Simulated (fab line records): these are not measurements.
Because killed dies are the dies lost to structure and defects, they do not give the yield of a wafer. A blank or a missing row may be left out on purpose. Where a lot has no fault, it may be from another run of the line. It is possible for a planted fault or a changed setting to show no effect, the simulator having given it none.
fab line records    flow berkeley_cmos170
record lots=6  wafers=18  last_day=13
route steps=331 shown FIELD@95 SACOX@97 SCREENOX@100 NVT@104
lots with no fault: from the same line, run without faults
start_h: start of the lot's first displayed wafer, in hours after the record's first day    wait_h: how many hours have passed since the lot's step before this one    " same as the row above    L1.1+2: a row that stands for several wafers    - no value, or no start given    * or withheld: withheld    < > ~ a bound
route shown NAME@n: a module of which the file shows steps, and the number in the route of the first    usual: the fault-free wafers' mean and standard deviation    same: alike in all rows    chamber/n: place in a boat    sites: readings site by site    _std_site: standard deviation of those values    _edge_site: inner sites' mean taken away from outer sites' mean    radius_mm: for every site, how far away it sits from the centre of the wafer    mask NAME#n: copy n    behind: the tool/chamber that last shaped the wafer    hold: cause of the lot's hold/its duration in hours/its outcome    device: the transistor (n, p or np) that didn't switch    end of line: at the end of the route, the tests of the same wafers    a step given without rows: its recipe and nothing more    killed: not the wafer's yield, but the dies lost to structure and defects at the first sort    map: dies across one wafer; x = killed, . = not, _ = none there
set.NAME: the setting the step ran with; set.NAME@STEP: the setting that earlier step ran with    model.NAME: the simulator's own value behind a step, which no gauge read
lots at selected steps of the route; one table per step, one row per wafer
services: from which hour (start_h, from the record's first day; less than 0 if before it) a tool's chamber was out of use, for how many hours, and why
## steps
# step UCB170_FIELD_WET_ETCH_06
# recipe chemistry=BOE  dilution=5:1  target=SiO2  temp_c=25  time_s=22
# step UCB170_FIELD_THK_MEAS_90
# recipe reads=SiO2_of_FIELD_OXIDATION_01
# usual FIELD_OXIDE_LEFT_1_THK=439/9.4
lot.wafer  tool           chamber  start_h  wait_h  FIELD_OXIDE_LEFT_1_THK[nm]
L984.2     film_metro-03  -        122.10   0.0     436
L984.5     "              -        "        "       433
L984.6     "              -        "        "       437
L991.1     film_metro-03  -        163.87   0.0     452
L991.2     "              -        "        "       433
L991.4     "              -        "        "       450
L992.1     film_metro-04  -        171.95   0.0     444
L992.3     "              -        "        "       442
L992.6     "              -        "        "       437
L100.1     film_metro-02  -        214.95   0.0     450
L100.2     "              -        "        "       455
L100.6     "              -        "        "       455
L102.1     film_metro-04  -        228.58   0.0     442
L102.4     "              -        "        "       442
L102.6     "              -        "        "       440
L103.3     film_metro-02  -        228.60   0.0     449
L103.4     "              -        "        "       450
L103.5     "              -        "        "       454
# step UCB170_SACOX_CLEAN_00
# recipe chemistry=dHF  dilution=25:1  time_s=7.5
# step UCB170_SACOX_OXIDATION_01
# recipe temp_c=900  ambient=O2  target_thk_a=144  ox_time_s=2400
# step UCB170_SACOX_THK_MEAS_02
# recipe reads=SiO2_of_SACOX_OXIDATION_01
# usual SACOX_OXIDE_THK=14.36/0.27
lot.wafer  tool           chamber  start_h  wait_h  SACOX_OXIDE_THK[nm]
L984.2     film_metro-03  -        128.84   0.1     14.33
L984.5     "              -        "        "       14.43
L984.6     "              -        "        "       14.54
L991.1     film_metro-01  -        170.37   0.0     14.54
L991.2     "              -        "        "       14.41
L991.4     "              -        "        "       14.46
L992.1     film_metro-03  -        179.27   0.0     13.99
L992.3     "              -        "        "       13.89
L992.6     "              -        "        "       13.94
L100.1     film_metro-03  -        222.18   0.0     14.80
L100.2     "              -        "        "       14.50
L100.6     "              -        "        "       14.81
L102.1     film_metro-01  -        236.16   0.0     14.51
L102.4     "              -        "        "       14.60
L102.6     "              -        "        "       14.40
L103.3     film_metro-04  -        236.18   0.0     14.62
L103.4     "              -        "        "       14.97
L103.5     "              -        "        "       14.69
# step UCB170_SCREENOX_WET_ETCH_00
# recipe chemistry=dHF  dilution=25:1  target=SiO2  temp_c=25  time_s=200
# step UCB170_SCREENOX_OXIDATION_01
# recipe temp_c=900  ambient=O2  target_thk_a=144  ox_time_s=2400
# step UCB170_SCREENOX_THK_MEAS_02
# recipe reads=SiO2_of_SCREENOX_OXIDATION_01
# usual SCREENOX_OXIDE_THK=14.36/0.25
lot.wafer  tool           chamber  start_h  wait_h  SCREENOX_OXIDE_THK[nm]
L984.2     film_metro-04  -        136.25   0.0     14.47
L984.5     "              -        "        "       14.26
L984.6     "              -        "        "       14.19
L991.1     film_metro-04  -        176.27   0.0     14.29
L991.2     "              -        "        "       14.09
L991.4     "              -        "        "       13.89
L992.1     film_metro-04  -        186.64   0.0     14.44
L992.3     "              -        "        "       14.72
L992.6     "              -        "        "       14.31
L100.1     film_metro-01  -        229.32   0.0     14.50
L100.2     "              -        "        "       14.58
L100.6     "              -        "        "       14.42
L102.1     film_metro-02  -        245.20   0.0     14.42
L102.4     "              -        "        "       14.56
L102.6     "              -        "        "       14.28
L103.3     film_metro-01  -        245.22   0.0     14.49
L103.4     "              -        "        "       14.49
L103.5     "              -        "        "       14.42
# step UCB170_SCREENOX_ANNEAL_03
# recipe temp_c=900  time_s=900  ambient=N2
# step UCB170_NVT_HMDS_00
# recipe prime_time_s=60  prime_temp_c=100
# step UCB170_NVT_COAT_01
# recipe resist=KrF  spin_rpm=1500  resist_thk_nm=900
# step UCB170_NVT_SOFTBAKE_02
# recipe resist=KrF  temp_c=130  time_s=60
# step UCB170_NVT_EXPOSE_03
# recipe mask_id=PWELL  target_cd_nm=3000  na=0.5  sigma_outer=0.6  source_shape=conventional  dose_mj=30
# usual exposure_dose_mJ_cm2=30.00/0.031  focus_offset_nm=0.1/0.57
lot.wafer  tool            chamber  start_h  wait_h  mask     exposure_dose_mJ_cm2  focus_offset_nm
L984.2     krf_scanner-02  0        143.95   0.2     PWELL#0  30.06                 0.6
L984.5     "               0        "        "       PWELL#0  29.97                 0.9
L984.6     "               0        "        "       PWELL#0  30.04                 0.1
L991.1     krf_scanner-02  -        183.18   0.5     PWELL#0  -                     -
L991.2     "               -        "        "       PWELL#0  -                     -
L991.4     "               -        "        "       PWELL#0  -                     -
L992.1     krf_scanner-02  -        195.48   0.3     PWELL#0  -                     -
L992.3     "               -        "        "       PWELL#0  -                     -
L992.6     "               -        "        "       PWELL#0  -                     -
L100.1     krf_scanner-02  0        236.77   0.2     PWELL#0  30.06                 -0.1
L100.2     "               0        "        "       PWELL#0  30.02                 -0.3
L100.6     "               0        "        "       PWELL#0  30.04                 0.3
L103.3     krf_scanner-02  0        252.52   0.1     PWELL#0  30.02                 -0.2
L103.4     "               0        "        "       PWELL#0  29.98                 -0.4
L103.5     "               0        "        "       PWELL#0  29.99                 -0.2
L102.1     krf_scanner-01  0        252.72   0.3     PWELL#0  30.02                 -1.0
L102.4     "               0        "        "       PWELL#0  30.01                 -0.9
L102.6     "               0        "        "       PWELL#0  30.03                 -0.5
# step UCB170_NVT_PEB_04
# recipe peb_temp_c=130  peb_time_s=withheld  resist=KrF
## services
tool            chamber  start_h  hours  kind
krf_scanner-02  -        141.85   1.0    pm
krf_scanner-01  -        142.92   1.0    pm
krf_scanner-01  -        149.39   1.2    repair
krf_scanner-01  0        153.64   -      calibration
krf_scanner-02  -        155.20   0.8    pm
krf_scanner-02  -        159.15   1.3    pm
krf_scanner-02  -        166.28   3.6    pm
krf_scanner-01  -        182.80   -      calibration
krf_scanner-01  -        218.71   4.0    pm
krf_scanner-01  -        224.25   1.3    pm
krf_scanner-01  -        226.46   0.8    repair
krf_scanner-01  -        231.96   0.8    pm
krf_scanner-02  0        233.92   -      calibration
## key
first_sign step=UCB170_NVT_EXPOSE_03  reading=tool_record  direction=missing
effect none on later readings
met_at UCB170_NVT_EXPOSE_03
struck_wafers L991.1,L991.2,L991.4,L992.1,L992.3,L992.6
sort_left_out L991.1,L991.2,L991.4,L992.1,L992.3,L992.6
tester_left_out L991,L992
onset_between 143.95 183.18
fault kind=skipped_step_whole  tool=krf_scanner-02  chamber=-  onset_h=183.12  steps=UCB170_NVT_EXPOSE_03  scope=struck_lots_only
# tester_left_out: of these lots the tester's yield and bins aren't shown, on N5 and GAA mostly nor the transistor test; their killed dies are dies lost to structure and defects alone, not to doping, threshold or leakage, so they don't give the yield
# sort_left_out: the simulated sort isn't trusted on such a fault, so these wafers' sort isn't shown, and their yield isn't known
